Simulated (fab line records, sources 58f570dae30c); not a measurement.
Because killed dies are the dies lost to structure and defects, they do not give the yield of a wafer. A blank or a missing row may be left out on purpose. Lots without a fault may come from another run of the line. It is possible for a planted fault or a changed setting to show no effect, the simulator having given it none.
A struck lot beside a sound one ; flow berkeley cmos170 ; 32 out of 331 route steps
Sound: wafers L932.3, L932.4, L932.5. The struck wafers were L944.1, L944.5, L944.6. Last of all comes the cause.
Each step with rows lists, per side, the tool, then ch with its chambers, then its first start. Under that, the readings that differ: sound wafers ; struck wafers ; difference of the means ; sigmas: that difference in standard deviations of wafers without a fault.
alike: words and numbers the same on both sides, and readings whose means are apart by under 2 such deviations; not compared: readings that were withheld, readings missing a value for some wafer, numbers with overlapping values and no deviation given by the record, and bounds like >300 which may hide the same value.
Wherever a step has rows on one side only, a row that says differs or no value, or a row with sigmas, the two part there. Numbers that have no deviation but don't overlap get no sigmas and don't part them. Lack of a reading on every wafer of one side parts them only where that side has two or more wafers.

first, 3 steps without rows for these wafers: UCB170_FIELD_WET_ETCH_04 (etches SiO2 in dHF, time 60 s); UCB170_FIELD_WET_ETCH_05 (etches Si3N4 in H3PO4, time 12600 s); UCB170_FIELD_WET_ETCH_06 (etches SiO2 in BOE, time 21.14 s).
UCB170_FIELD_THK_MEAS_90:
  struck on film metro-04, day 7 16:10; sound on film metro-04, day 5 01:31
  alike: FIELD_OXIDE_LEFT_1_THK
then, 2 steps without rows for these wafers: UCB170_SACOX_CLEAN_00 (cleans in dHF, time 7.5 s); UCB170_SACOX_OXIDATION_01 (target thk 14.4 nm, ox time 2400 s).
UCB170_SACOX_THK_MEAS_02:
  struck on film metro-04, day 8 01:59; sound on film metro-04, day 5 05:19
  alike: SACOX_OXIDE_THK
then, 2 steps without rows for these wafers: UCB170_SCREENOX_WET_ETCH_00 (etches SiO2 in dHF, time 200 s); UCB170_SCREENOX_OXIDATION_01 (target thk 14.4 nm, ox time 2400 s).
UCB170_SCREENOX_THK_MEAS_02:
  struck on film metro-03, day 8 05:58; sound on film metro-04, day 5 10:02
  alike: SCREENOX_OXIDE_THK
then, 2 steps without rows for these wafers: UCB170_SCREENOX_ANNEAL_03 (time 900 s); UCB170_NVT_HMDS_00 (prime time 60 s).
UCB170_NVT_COAT_01: resist thk 900 nm.
  struck on litho track-03, day 8 11:35; sound on litho track-03 ch 0, day 5 14:24
  no value came back on the struck wafers for chill plate temp C (C), dispense pressure kPa (kPa); on the sound wafers chill plate temp C (C) reads 23.03 22.88 22.80
then, 4 steps without rows for these wafers: UCB170_NVT_SOFTBAKE_02 (time 60 s); UCB170_NVT_EXPOSE_03 (exposes mask PWELL, target cd 3000 nm); UCB170_NVT_PEB_04; UCB170_NVT_DEVELOP_05 (develop time 43.35 s).
UCB170_NVT_OVL_MEAS_06:
  struck on overlay-02, day 8 12:35; sound on overlay-02, day 5 15:35
reading;sound;struck;difference;sigmas
NVT_OVL (nm);-14 -5 -13;- - -;no value on the struck wafers;
next, for these wafers, 1 step has no rows: UCB170_NVT_IMPLANT_07.
UCB170_NVT_STRIP_08: strips in O2.
  sound on plasma asher-03 ch 0,1, day 5 15:47; struck on plasma asher-04 ch 0,1, day 8 12:47
  no value came back on the struck wafers for oes product au (a.u.), strip time to endpoint s (s); on the sound wafers oes product au (a.u.) reads 0.734 0.731 0.728
  alike: drypump motor current A
  not compared: rf hours counter h
UCB170_NVT_TW_MEAS_09:
  struck on film metro-01, day 8 12:53; sound on film metro-02, day 5 15:53
reading;sound;struck;difference;sigmas
NVT_TW;528.0 528.3 530.1;523.9 524.6 522.8;-5.0;-3
then, 7 steps without rows for these wafers: UCB170_NVT_CLEAN_10 (cleans in SPM, time 600 s); UCB170_PVT_HMDS_00 (prime time 60 s); UCB170_PVT_COAT_01 (resist thk 900 nm); UCB170_PVT_SOFTBAKE_02 (time 60 s); UCB170_PVT_EXPOSE_03 (exposes mask NWELL, target cd 3000 nm); UCB170_PVT_PEB_04; UCB170_PVT_DEVELOP_05 (develop time 45 s).
UCB170_PVT_OVL_MEAS_06:
  struck on overlay-02, day 8 14:34; sound on overlay-02, day 5 18:00
  alike: PVT_OVL
next, for these wafers, 1 step has no rows: UCB170_PVT_IMPLANT_07.
UCB170_PVT_STRIP_08: strips in O2.
  sound on plasma asher-03 ch 0,1, day 5 18:13; struck on plasma asher-02 ch 0,1, day 8 14:44
  alike: drypump motor current A, oes product au, strip time to endpoint s
  not compared: rf hours counter h
UCB170_PVT_TW_MEAS_09:
  struck on film metro-04, day 8 15:04; sound on film metro-04, day 5 18:18
reading;sound;struck;difference;sigmas
PVT_TW;509 508 508;638 638 637;+129;+40
  not compared: hold

== WHERE THEY PART ==
Earliest at UCB170_NVT_COAT_01; latest, in this record, at UCB170_PVT_TW_MEAS_09.

WHY: the cause the simulator had injected
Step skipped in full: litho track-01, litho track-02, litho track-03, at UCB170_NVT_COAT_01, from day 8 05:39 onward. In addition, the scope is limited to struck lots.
